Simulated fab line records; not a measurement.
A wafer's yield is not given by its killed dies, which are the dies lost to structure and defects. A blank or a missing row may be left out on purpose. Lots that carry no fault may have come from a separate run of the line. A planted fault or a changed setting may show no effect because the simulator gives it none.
Struck lot and sound lot, side by side | flow rit_cmos | 14 steps out of a route of 202
Sound: the wafers L481.1, L481.2, L481.6. Wafers struck: L475.1, L475.2, L475.5. Last of all comes the cause.
For every step that has rows: the tool of each side, followed by ch and its chambers, followed by its first start. Under that, the readings that differ: sound wafers | struck wafers | difference of the means | sigmas: that difference in standard deviations of wafers without a fault.
alike: words and numbers the same on both sides, and readings whose means are apart by under 2 such deviations; not compared: readings that were withheld, readings missing a value for some wafer, numbers with overlapping values and no deviation given by the record, and bounds like >300 which may hide the same value.
The two part at a step that has a row with sigmas, a row that says differs or no value, or rows on one side only. Numbers that have no deviation but don't overlap get no sigmas and don't part them. Lack of a reading on every wafer of one side parts them only where that side has two or more wafers.

RIT_GATE_STRIP_20: strips in O2, time 180 s.
  sound on plasma_asher-04 ch 0,1, day 5 23:50; struck on plasma_asher-01 ch 0,1, day 4 14:31
  alike: drypump_motor_current_A
  not compared: rf_hours_counter_h
RIT_GATE_CD_MEAS_90: the cd target is 150 nm.
  struck on cd_sem-02, day 4 14:41; sound on cd_sem-02, day 6 00:01
  alike: cd_nm
then, 4 steps without rows for these wafers: RIT_REOX_CLEAN_00 (cleans in SC1, time 600 s); RIT_REOX_CLEAN_01 (cleans in dHF, time 30 s); RIT_REOX_CLEAN_02 (cleans in SC2, time 600 s); RIT_REOX_OXIDATION_03 (target thk 25.2 nm, ox time 5580 s).
RIT_REOX_THK_MEAS_04:
  struck on film_metro-04, day 4 17:43; sound on film_metro-01, day 6 03:05
  reading             | sound          | struck         | difference | sigmas
  REOX_OXIDE_THK (nm) | 26.0 25.9 25.7 | 24.4 24.6 24.4 | -1.4       | -3
then, 5 steps without rows for these wafers: RIT_NLDD_HMDS_00 (prime time 60 s); RIT_NLDD_COAT_01 (resist thk 1000 nm); RIT_NLDD_SOFTBAKE_02 (time 60 s); RIT_NLDD_EXPOSE_03 (exposes mask M7, target cd 40700 nm); RIT_NLDD_PEB_04.
RIT_NLDD_DEVELOP_05: develop time 50 s.
  sound on litho_track-02 ch 0, day 6 03:00; struck on litho_track-01, day 4 18:00
  no value came back on the struck wafers for chill_plate_temp_C (C), develop_time_s (s); on the sound wafers chill_plate_temp_C (C) reads 22.90 22.91 23.11
RIT_NLDD_OVL_MEAS_06:
  struck on overlay-01, day 4 18:49; sound on overlay-02, day 6 03:59
  reading       | sound       | struck | difference                    | sigmas
  NLDD_OVL (nm) | 0.3 1.0 1.5 | - - -  | no value on the struck wafers |

## WHERE THEY PART
Last at RIT_NLDD_OVL_MEAS_06 as far as this record goes, first at RIT_REOX_THK_MEAS_04.

WHY: the cause the simulator had injected
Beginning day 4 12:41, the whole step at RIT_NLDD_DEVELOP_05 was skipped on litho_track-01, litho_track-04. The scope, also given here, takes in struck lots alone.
